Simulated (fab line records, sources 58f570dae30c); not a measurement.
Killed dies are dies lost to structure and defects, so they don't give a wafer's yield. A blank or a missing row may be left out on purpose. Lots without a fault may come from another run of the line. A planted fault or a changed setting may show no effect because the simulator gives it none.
Chamber matching | flow berkeley_cmos170 | UCB170_V1_CVD_00 on pecvd-01: 3 sister chambers
The step deposits SiO2 from TEOS/O2, target thk 2000 nm, time 250 s. 6 wafers are shown with their chamber, then 8 later ones without.

WAFERS WITH THEIR CHAMBER
wafer  | chamber | heater_power_w (W)
L089.4 | 2       | 266
L089.6 | 1       | 210
L093.1 | 2       | 225
L093.2 | 1       | 273
L093.3 | 0       | 306
L093.4 | 0       | 219

WAFERS WITHOUT THEIR CHAMBER
wafer  | heater_power_w (W)
L093.5 | 279
L093.6 | 211
L096.1 | 267
L096.2 | 255
L096.3 | 297
L096.4 | 188
L096.5 | 206
L096.6 | 216

WHICH CHAMBER EACH WENT THROUGH
wafer  | from the rows above          | in truth
L093.5 | can't be placed: 0 or 2 or 1 | 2
L093.6 | can't be placed: 1 or 2 or 0 | 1
L096.1 | can't be placed: 0 or 2 or 1 | 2
L096.2 | can't be placed: 0 or 2 or 1 | 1
L096.3 | can't be placed: 0 or 2 or 1 | 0
L096.4 | can't be placed: 1 or 2 or 0 | 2
L096.5 | can't be placed: 1 or 2 or 0 | 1
L096.6 | can't be placed: 1 or 2 or 0 | 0
Placed correctly: 0 of 8. Can't be placed from these rows: 8 (the true chamber is among the candidates in 8). Placed wrongly: 0.
How it was worked out, from the rows above alone: a wafer's distance from a chamber is the root of the sum, over the readings, of the square of ((its reading less the chamber's mean) divided by the reading's scatter). The wafer belongs to the nearest chamber; if the next one is less than 2 further off, it can't be placed. A chamber's mean is the mean of its shown wafers. The scatter: the root of (the sum of the squares of (reading less its chamber's mean) over the shown wafers, divided by (wafers less chambers)).
